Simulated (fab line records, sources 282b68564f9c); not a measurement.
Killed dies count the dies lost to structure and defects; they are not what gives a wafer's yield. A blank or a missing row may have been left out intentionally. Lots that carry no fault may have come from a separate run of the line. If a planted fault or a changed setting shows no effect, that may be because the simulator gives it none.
Split-lot study / flow rit-cmos / route with 202 steps; 5 lots, 27 wafers read

## ABOUT THE SPLIT
At RIT_FOX1_OXIDATION_00 (target thk 350.7 nm, ox time 1130 s), the setting ox-time-s was moved away from the recipe's 1130 s on 18 of the 27 wafers read, by +21.3% to +55.3%. This setting was run at the recipe's value on the other wafers.

Split to reading: the file shows no intervening step.

## THE READING
FOX1_OXIDE_THK, in nm, at RIT_FOX1_THK_MEAS_01. Fault-free wafers of this fab line usually give 355 nm, standard deviation 6.6 nm.

wafer=L074.1; tool, chamber at the split=-, -; ox-time-s as run, s=1554; against the recipe=+37.5%; FOX1_OXIDE_THK, nm=429; against lot-mates on the recipe=no lot-mate on the recipe
wafer=L074.2; tool, chamber at the split=-, -; ox-time-s as run, s=1554; against the recipe=+37.5%; FOX1_OXIDE_THK, nm=429; against lot-mates on the recipe=no lot-mate on the recipe
wafer=L074.3; tool, chamber at the split=-, -; ox-time-s as run, s=1554; against the recipe=+37.5%; FOX1_OXIDE_THK, nm=426; against lot-mates on the recipe=no lot-mate on the recipe
wafer=L074.4; tool, chamber at the split=-, -; ox-time-s as run, s=1554; against the recipe=+37.5%; FOX1_OXIDE_THK, nm=422; against lot-mates on the recipe=no lot-mate on the recipe
wafer=L074.5; tool, chamber at the split=-, -; ox-time-s as run, s=1554; against the recipe=+37.5%; FOX1_OXIDE_THK, nm=422; against lot-mates on the recipe=no lot-mate on the recipe
wafer=L074.6; tool, chamber at the split=-, -; ox-time-s as run, s=1554; against the recipe=+37.5%; FOX1_OXIDE_THK, nm=429; against lot-mates on the recipe=no lot-mate on the recipe
wafer=L075.1; tool, chamber at the split=-, -; ox-time-s as run, s=1755; against the recipe=+55.3%; FOX1_OXIDE_THK, nm=460; against lot-mates on the recipe=no lot-mate on the recipe
wafer=L075.2; tool, chamber at the split=-, -; ox-time-s as run, s=1755; against the recipe=+55.3%; FOX1_OXIDE_THK, nm=465; against lot-mates on the recipe=no lot-mate on the recipe
wafer=L075.3; tool, chamber at the split=-, -; ox-time-s as run, s=1755; against the recipe=+55.3%; FOX1_OXIDE_THK, nm=461; against lot-mates on the recipe=no lot-mate on the recipe
wafer=L075.4; tool, chamber at the split=-, -; ox-time-s as run, s=1755; against the recipe=+55.3%; FOX1_OXIDE_THK, nm=465; against lot-mates on the recipe=no lot-mate on the recipe
wafer=L075.5; tool, chamber at the split=-, -; ox-time-s as run, s=1755; against the recipe=+55.3%; FOX1_OXIDE_THK, nm=466; against lot-mates on the recipe=no lot-mate on the recipe
wafer=L075.6; tool, chamber at the split=-, -; ox-time-s as run, s=1755; against the recipe=+55.3%; FOX1_OXIDE_THK, nm=460; against lot-mates on the recipe=no lot-mate on the recipe
wafer=L076.1; tool, chamber at the split=-, -; ox-time-s as run, s=1130; against the recipe=recipe; FOX1_OXIDE_THK, nm=350; against lot-mates on the recipe=-
wafer=L076.2; tool, chamber at the split=-, -; ox-time-s as run, s=1130; against the recipe=recipe; FOX1_OXIDE_THK, nm=364; against lot-mates on the recipe=-
wafer=L076.3; tool, chamber at the split=-, -; ox-time-s as run, s=1130; against the recipe=recipe; FOX1_OXIDE_THK, nm=348; against lot-mates on the recipe=-
wafer=L076.4; tool, chamber at the split=-, -; ox-time-s as run, s=1130; against the recipe=recipe; FOX1_OXIDE_THK, nm=349; against lot-mates on the recipe=-
wafer=L076.5; tool, chamber at the split=-, -; ox-time-s as run, s=1130; against the recipe=recipe; FOX1_OXIDE_THK, nm=359; against lot-mates on the recipe=-
wafer=L076.6; tool, chamber at the split=-, -; ox-time-s as run, s=1130; against the recipe=recipe; FOX1_OXIDE_THK, nm=355; against lot-mates on the recipe=-
wafer=L083.1; tool, chamber at the split=-, -; ox-time-s as run, s=1371; against the recipe=+21.3%; FOX1_OXIDE_THK, nm=398; against lot-mates on the recipe=no lot-mate on the recipe
wafer=L083.2; tool, chamber at the split=-, -; ox-time-s as run, s=1371; against the recipe=+21.3%; FOX1_OXIDE_THK, nm=397; against lot-mates on the recipe=no lot-mate on the recipe
wafer=L083.3; tool, chamber at the split=-, -; ox-time-s as run, s=1371; against the recipe=+21.3%; FOX1_OXIDE_THK, nm=402; against lot-mates on the recipe=no lot-mate on the recipe
wafer=L083.4; tool, chamber at the split=-, -; ox-time-s as run, s=1371; against the recipe=+21.3%; FOX1_OXIDE_THK, nm=401; against lot-mates on the recipe=no lot-mate on the recipe
wafer=L083.5; tool, chamber at the split=-, -; ox-time-s as run, s=1371; against the recipe=+21.3%; FOX1_OXIDE_THK, nm=402; against lot-mates on the recipe=no lot-mate on the recipe
wafer=L083.6; tool, chamber at the split=-, -; ox-time-s as run, s=1371; against the recipe=+21.3%; FOX1_OXIDE_THK, nm=398; against lot-mates on the recipe=no lot-mate on the recipe
wafer=L085.1; tool, chamber at the split=furnace-03, 0; ox-time-s as run, s=1130; against the recipe=recipe; FOX1_OXIDE_THK, nm=360; against lot-mates on the recipe=-
wafer=L085.2; tool, chamber at the split=furnace-03, 0; ox-time-s as run, s=1130; against the recipe=recipe; FOX1_OXIDE_THK, nm=368; against lot-mates on the recipe=-
wafer=L085.3; tool, chamber at the split=furnace-03, 0; ox-time-s as run, s=1130; against the recipe=recipe; FOX1_OXIDE_THK, nm=363; against lot-mates on the recipe=-

THE FIT
A straight line over all 27 wafers: FOX1_OXIDE_THK changes by +1.89 nm for each +1% of ox-time-s; r = +0.99; the points scatter about the line by 4.9 nm.
Too few moved wafers have a lot-mate on the recipe to fit a line with each lot's own level taken away.

## THE WHOLE CHAIN: every reading that the file lists as answering this split, in the file's order
step=RIT_FOX1_OXIDATION_00; what it does=target thk 350.7 nm, ox time 1130 s; reading=SiO2_of_FOX1_OXIDATION_00.thk-nm (the simulator's own value, which no gauge read); change (the file's fit)=+1.89 nm for each +1% of the setting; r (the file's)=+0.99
step=RIT_FOX1_THK_MEAS_01; what it does=; reading=FOX1_OXIDE_THK; change (the file's fit)=+1.89 for each +1% of the setting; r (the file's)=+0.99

## FILE'S OWN FIT
FOX1_OXIDE_THK changes by +1.89 nm for each +1% of ox-time-s, r = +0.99.
